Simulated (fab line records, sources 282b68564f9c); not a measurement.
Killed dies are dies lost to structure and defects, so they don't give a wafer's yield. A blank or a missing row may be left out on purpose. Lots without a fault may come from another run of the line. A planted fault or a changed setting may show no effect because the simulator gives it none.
fab line records | flow rit_cmos
record lots=15 wafers=45 last_day=7
route steps=202 shown GATE@92 NLDD@160 M1@199
lots that met no fault: from a run of the same line without faults
start_h: hours from the record's first day to the start of the lot's first wafer shown | wait_h: hours since the lot's step before | " the same as in the row above | L1.1+2: a row that stands for several wafers | - no value, or no start given | * or withheld: withheld | < > ~ a bound
route shown NAME@n: a module of which the file shows steps, and the number in the route of the first | usual: mean/standard deviation of fault-free wafers | same: alike in all rows | chamber/n: place in a boat | sites: the reading at each site | _std_site: their standard deviation | _edge_site: outer sites' mean less inner sites' | radius_mm: how far each site lies from the wafer's centre | mask NAME#n: copy n | behind: the tool/chamber that last shaped the wafer | hold: why the lot was held/for how many hours/how that ended | device: the transistor (n, p or np) that didn't switch | end of line: the same wafers' tests at the end of the route | a step without rows: its recipe alone | killed: dies lost to structure and defects at the first sort, not the wafer's yield | map: a wafer's dies, x killed, . not, _ none there
set.NAME: the setting as run; set.NAME@STEP: as run at that earlier step | model.NAME: the simulator's own value behind a step, which no gauge read
steps of the route over a sample of lots; a table a step, a row a wafer
services: from which hour (start_h, from the record's first day; less than 0 if before it) a tool's chamber was out of use, for how many hours, and why
## steps
# step RIT_GATE_CD_MEAS_16
# recipe target_cd_nm=150
# usual cd_nm=148.7/2.7
# columns lot.wafer tool chamber start_h wait_h cd_nm
L710.1 cd_sem-02 - 54.36 - 141.7
L710.2 " - " " 144.9
L710.3 " - " " 143.1
L711.2 cd_sem-01 - 54.67 - 148.7
L711.3 " - " " 149.1
L711.5 " - " " 147.2
L712.2 cd_sem-01 - 58.67 - 151.4
L712.3 " - " " 150.9
L712.6 " - " " 152.8
L713.3 cd_sem-02 - 62.92 - 148.5
L713.4 " - " " 149.0
L713.6 " - " " 150.0
L714.3 cd_sem-02 - 74.51 - 154.1
L714.4 " - " " 152.0
L714.6 " - " " 152.4
L717.4 cd_sem-02 - 87.19 - 150.4
L717.5 " - " " 150.0
L717.6 " - " " 149.9
L718.3 cd_sem-01 - 87.45 - 147.9
L718.4 " - " " 148.4
L718.6 " - " " 149.2
L719.1 cd_sem-01 - 94.87 - 144.2
L719.2 " - " " 146.6
L719.5 " - " " 145.0
L720.1 cd_sem-02 - 97.66 - 145.3
L720.2 " - " " 143.9
L720.6 " - " " 143.9
L721.3 cd_sem-01 - 104.82 - 148.4
L721.4 " - " " 151.1
L721.6 " - " " 148.3
L723.2 cd_sem-01 - 111.07 - 145.3
L723.3 " - " " 144.5
L723.6 " - " " 147.5
L724.1 cd_sem-02 - 116.06 - 149.1
L724.2 " - " " 148.7
L724.5 " - " " 148.5
L725.1 cd_sem-02 - 123.56 - 146.6
L725.4 " - " " 145.9
L725.6 " - " " 147.7
L727.1 cd_sem-01 - 132.04 - 148.6
L727.3 " - " " 151.2
L727.6 " - " " 146.8
L730.1 cd_sem-02 - 148.13 - 151.7
L730.3 " - " " 150.7
L730.6 " - " " 153.0
# step RIT_GATE_ETCH_19
# recipe chemistry=SF6/CHF3/O2 time_s=165 SF6_flow_sccm=30 CHF3_flow_sccm=30 O2_flow_sccm=5 target=poly-Si pressure_mtorr=40 rf_w=160 target_depth_a=3125 over_etch_frac=0.25 stop_on=SiO2
# usual SF6_flow_sccm=30.00/0.099 drypump_motor_current_A=5.9/0.37 oes_product_au=0.845/0.015 throttle_valve_pct=10.37/0.11
# columns lot.wafer tool chamber start_h wait_h SF6_flow_sccm drypump_motor_current_A oes_product_au rf_hours_counter_h throttle_valve_pct
L710.1 rie_si-02 0 54.67 0.1 29.90 5.7 0.860 0 10.35
L710.2 " 3 " " 30.06 5.8 0.824 77 10.26
L710.3 " 1 " " 30.05 6.1 0.866 147 10.27
L711.2 rie_si-01 3 54.95 0.1 30.15 5.1 0.842 49 10.40
L711.3 " 1 " " 30.06 5.8 0.826 51 10.47
L711.5 " 2 " " 29.75 5.8 0.843 - 10.55
L712.2 rie_si-02 0 59.02 0.1 29.96 5.7 0.864 0 10.31
L712.3 " 1 " " 30.07 6.1 0.863 147 10.28
L712.6 " 0 " " 29.95 5.7 0.865 - 10.34
L713.3 rie_si-01 1 63.18 0.1 30.08 5.8 0.850 52 10.46
L713.4 " 2 " " 30.16 5.8 0.847 70 10.56
L713.6 " 0 " " 29.91 6.1 0.858 - 10.23
L714.3 rie_si-02 2 74.82 0.1 29.94 6.4 0.829 73 10.44
L714.4 " 3 " " 30.03 5.8 0.823 77 10.25
L714.6 " 0 " " 30.06 5.7 0.856 - 10.34
L717.4 rie_si-01 1 87.48 0.1 29.98 5.8 0.860 52 10.46
L717.5 " 0 " " 29.85 6.1 0.871 - 10.22
L717.6 " 1 " " 29.87 5.8 0.854 - 10.47
L718.3 rie_si-02 3 87.72 0.1 30.07 5.8 0.820 78 10.26
L718.4 " 0 " " 29.98 5.7 0.861 1 10.33
L718.6 " 3 " " 29.98 5.8 0.825 - 10.24
L719.1 rie_si-01 2 95.17 0.1 30.05 5.8 0.841 70 10.55
L719.2 " 1 " " 29.96 5.8 0.837 52 10.46
L719.5 " 0 " " 30.17 6.1 0.857 - 10.22
L720.1 rie_si-02 2 98.07 0.1 29.97 6.4 0.817 74 10.43
L720.2 " 0 " " 30.09 5.7 0.856 1 10.34
L720.6 " 1 " " 29.99 6.1 0.856 - 10.27
L721.3 rie_si-01 0 105.09 0.1 30.02 6.1 0.847 28 10.21
L721.4 " 3 " " 29.92 5.1 0.840 49 10.40
L721.6 " 2 " " 30.11 5.8 0.833 - 10.56
L723.2 rie_si-01 3 111.35 0.1 30.15 5.1 0.843 49 10.39
L723.3 " 2 " " 29.97 5.8 0.836 70 10.54
L723.6 " 2 " " 29.86 5.8 0.838 - 10.55
L724.1 rie_si-02 1 116.43 0.1 29.97 6.1 0.862 147 10.26
L724.2 " 2 " " 30.15 6.5 0.834 74 10.44
L724.5 " 0 " " 29.80 5.7 0.857 - 10.34
L725.1 rie_si-01 2 123.86 0.1 29.96 5.8 0.844 70 10.57
L725.4 " 1 " " 29.95 5.8 0.839 52 10.46
L725.6 " 3 " " 29.96 5.1 0.852 - 10.40
L727.1 rie_si-01 0 132.34 0.1 30.08 6.1 0.845 28 10.24
L727.3 " 1 " " 30.12 5.8 0.854 52 10.47
L727.6 " 2 " " 30.03 5.8 0.847 - 10.57
L730.1 rie_si-02 0 148.43 0.1 29.89 5.8 0.861 1 10.33
L730.3 " 3 " " 29.88 5.8 0.832 78 10.25
L730.6 " 0 " " 29.76 5.8 0.869 - 10.34
# step RIT_SDANNEAL_RS_MEAS_07
# recipe thk_meas_gauge=four-point-probe
# usual NLDD_RS=149.1/0.72
# columns lot.wafer tool chamber start_h wait_h NLDD_RS[ohm/sq]
L711.2 film_metro-03 - 70.11 0.1 149.4
L711.3 " - " " 149.8
L711.5 " - " " 150.2
L710.1 film_metro-04 - 70.46 0.1 148.4
L710.2 " - " " 148.8
L710.3 " - " " 147.6
L712.2 film_metro-03 - 71.82 0.1 148.5
L712.3 " - " " 148.4
L712.6 " - " " 148.4
L713.3 film_metro-02 - 76.26 0.1 149.3
L713.4 " - " " 150.1
L713.6 " - " " 149.9
L714.3 film_metro-02 - 88.35 0.1 149.1
L714.4 " - " " 148.9
L714.6 " - " " 148.9
L717.4 film_metro-03 - 99.93 0.1 149.1
L717.5 " - " " 148.9
L717.6 " - " " 149.0
L718.3 film_metro-03 - 101.88 0.1 149.8
L718.4 " - " " 149.5
L718.6 " - " " 149.6
L719.1 film_metro-04 - 108.86 0.1 148.0
L719.2 " - " " 148.4
L719.5 " - " " 148.8
L720.1 film_metro-02 - 112.09 0.1 150.1
L720.2 " - " " 150.4
L720.6 " - " " 150.4
L721.3 film_metro-03 - 117.85 0.1 149.5
L721.4 " - " " 149.0
L721.6 " - " " 148.5
L723.2 film_metro-04 - 125.16 0.1 148.0
L723.3 " - " " 148.0
L723.6 " - " " 148.1
L724.1 film_metro-04 - 130.03 0.1 147.6
L724.2 " - " " 148.3
L724.5 " - " " 148.2
L725.1 film_metro-02 - 137.83 0.1 149.4
L725.4 " - " " 149.9
L725.6 " - " " 149.9
L727.1 film_metro-02 - 145.64 0.1 149.3
L727.3 " - " " 149.7
L727.6 " - " " 149.4
L730.1 film_metro-02 - 161.22 0.1 149.3
L730.3 " - " " 149.1
L730.6 " - " " 149.1
# step RIT_M1_CD_MEAS_90
# recipe target_cd_nm=2600
# usual cd_nm=2599.9/2.9
# columns lot.wafer tool chamber start_h wait_h cd_nm
L711.2 cd_sem-02 - 75.63 0.1 2599.8
L711.3 " - " " 2595.8
L711.5 " - " " 2598.4
L710.1 cd_sem-02 - 75.92 0.1 2600.9
L710.2 " - " " 2601.1
L710.3 " - " " 2603.2
L712.2 cd_sem-01 - 77.27 0.1 2598.3
L712.3 " - " " 2598.6
L712.6 " - " " 2600.5
L713.3 cd_sem-01 - 81.66 0.1 2601.6
L713.4 " - " " 2600.5
L713.6 " - " " 2602.9
L714.3 cd_sem-02 - 93.83 0.1 2601.9
L714.4 " - " " 2600.9
L714.6 " - " " 2599.5
L717.4 cd_sem-02 - 105.24 0.1 2597.2
L717.5 " - " " 2598.6
L717.6 " - " " 2601.0
L718.3 cd_sem-01 - 107.06 0.1 2599.3
L718.4 " - " " 2602.8
L718.6 " - " " 2600.1
L719.1 cd_sem-02 - 114.39 0.1 2598.4
L719.2 " - " " 2597.9
L719.5 " - " " 2599.5
L720.1 cd_sem-01 - 117.81 0.1 2603.7
L720.2 " - " " 2603.2
L720.6 " - " " 2600.4
L721.3 cd_sem-01 - 123.52 0.1 2599.1
L721.4 " - " " 2603.2
L721.6 " - " " 2601.1
L723.2 cd_sem-01 - 130.61 0.1 2601.1
L723.3 " - " " 2600.5
L723.6 " - " " 2604.1
L724.1 cd_sem-01 - 135.47 0.1 2602.6
L724.2 " - " " 2598.4
L724.5 " - " " 2605.2
L725.1 cd_sem-01 - 143.48 0.1 2594.1
L725.4 " - " " 2593.6
L725.6 " - " " 2596.0
L727.1 cd_sem-02 - 150.90 0.1 2600.6
L727.3 " - " " 2600.7
L727.6 " - " " 2597.7
L730.1 cd_sem-02 - 166.60 0.1 2599.1
L730.3 " - " " 2599.0
L730.6 " - " " 2599.4
# step RIT_M1_PROBE_99
# usual killed_at_M0_to_M3=0.0/0.12 killed_at_contacts=0.1/0.29 killed_at_front_end=6/3 killed_dies=7/3.1 killed_open=3.2/1.9 killed_short=3.3/1.9
# same gross_dies=264 killed_at_M4_up=0 killed_at_back_side=0 killed_at_other=0
# columns lot.wafer tool chamber start_h wait_h killed_at_M0_to_M3 killed_at_contacts killed_at_front_end killed_dies killed_open killed_short
L720.1 prober-02 - 120.07 0.1 0 0 9 9 6 3
L720.2 prober-02 - 120.12 0.1 0 0 6 6 4 2
L720.6 prober-02 - 120.32 0.2 0 0 11 11 7 4
L723.2 prober-01 - 133.61 0.1 0 0 8 8 4 4
L723.3 prober-01 - 133.66 0.2 0 0 41 41 6 4
L723.6 prober-01 - 133.81 0.2 0 0 35 35 2 4
L725.1 prober-01 - 145.22 0.1 0 0 37 37 4 2
L725.4 prober-01 - 145.37 0.2 0 0 6 6 1 5
L725.6 prober-01 - 145.47 0.2 0 0 2 2 0 2
L727.1 prober-01 - 153.37 0.1 0 0 11 11 6 5
L727.3 prober-01 - 153.47 0.2 0 0 4 4 1 3
L727.6 prober-01 - 153.62 0.2 0 0 41 41 5 5
L730.1 prober-01 - 168.67 0.1 0 0 4 4 1 3
L730.3 prober-01 - 168.77 0.2 0 0 1 1 1 0
L730.6 prober-01 - 168.92 0.2 0 0 0 0 0 0
# killed by level:class
L720.1 GATE:geometric_particle:short=2 GATE:geometric_particle:open=2 SILICIDE:geometric_particle:open=2 FOX1:geometric_particle:short=1 FOX2:geometric_particle:open=1 SPACER:geometric_particle:open=1
L720.2 FOX1:geometric_particle:open=2 GATE:geometric_particle:short=2 SPACER:geometric_particle:open=2
L720.6 SPACER:geometric_particle:short=3 SPACER:geometric_particle:open=3 GATE:geometric_particle:open=2 REOX:geometric_particle:open=1 SILICIDE:geometric_particle:open=1 SILICIDE:geometric_particle:short=1
L723.2 GATE:geometric_particle:open=3 FOX1:geometric_particle:short=2 FOX1:geometric_particle:open=1 FOX2:geometric_particle:short=1 GATE:geometric_particle:short=1
L723.3 GATE:unspecified=31 GATE:geometric_particle:open=2 SPACER:geometric_particle:short=2 FOX1:geometric_particle:short=1 FOX1:geometric_particle:open=1 FOX2:geometric_particle:open=1 GATE:geometric_particle:short=1 SPACER:geometric_particle:open=1
L723.6 GATE:unspecified=29 FOX1:geometric_particle:short=4 FOX1:geometric_particle:open=1 SILICIDE:geometric_particle:open=1
L725.1 GATE:unspecified=31 FOX1:geometric_particle:short=1 FOX1:geometric_particle:open=1 GATE:geometric_particle:open=1 REOX:geometric_particle:open=1 REOX:geometric_particle:short=1 SPACER:geometric_particle:open=1
L725.4 GATE:geometric_particle:short=3 REOX:geometric_particle:short=2 FOX1:geometric_particle:open=1
L725.6 FOX1:geometric_particle:short=1 SILICIDE:geometric_particle:short=1
L727.1 GATE:geometric_particle:open=3 GATE:geometric_particle:short=3 REOX:geometric_particle:open=2 FOX1:geometric_particle:short=1 FOX2:geometric_particle:open=1 REOX:geometric_particle:short=1
L727.3 GATE:geometric_particle:short=2 FOX1:geometric_particle:short=1 GATE:geometric_particle:open=1
L727.6 GATE:unspecified=31 GATE:geometric_particle:short=2 REOX:geometric_particle:open=2 FOX1:geometric_particle:short=1 FOX2:geometric_particle:open=1 GATE:geometric_particle:open=1 REOX:geometric_particle:short=1 SPACER:geometric_particle:short=1
L730.1 GATE:geometric_particle:short=1 SPACER:geometric_particle:short=1 SILICIDE:geometric_particle:open=1 SILICIDE:geometric_particle:short=1
L730.3 SPACER:geometric_particle:open=1
L730.6
## services
# columns tool chamber start_h hours kind
rie_si-02 - 49.39 0.2 repair
rie_si-02 1 124.67 - clean
rie_si-02 1 124.67 19.3 scheduled_down
rie_si-02 1 124.67 19.3 vent_cycle
## key
first_sign step=RIT_M1_PROBE_99 reading=killed_at_front_end direction=up sigmas=11 usual=6 struck=38
effect step=RIT_M1_PROBE_99 reading=killed_dies direction=up sigmas=10 usual=7 struck=38
met_at RIT_GATE_ETCH_19
struck_lots L723,L725,L727
struck_wafers L723.3,L723.6,L725.1,L727.6
tester_left_out L723,L725,L727
not_acting_at RIT_GATE_CD_MEAS_16,RIT_SDANNEAL_RS_MEAS_07,RIT_M1_CD_MEAS_90
onset_between 105.09 111.35
fault kind=chamber_particle_source tool=rie_si-01 chamber=2 onset_h=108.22 steps=RIT_GATE_ETCH_19 rate_per_visit_cm2=0.79868 end_h=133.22
# tester_left_out: of these lots the tester's yield and bins aren't shown, on N5 and GAA mostly nor the transistor test; their killed dies are dies lost to structure and defects alone, not to doping, threshold or leakage, so they don't give the yield
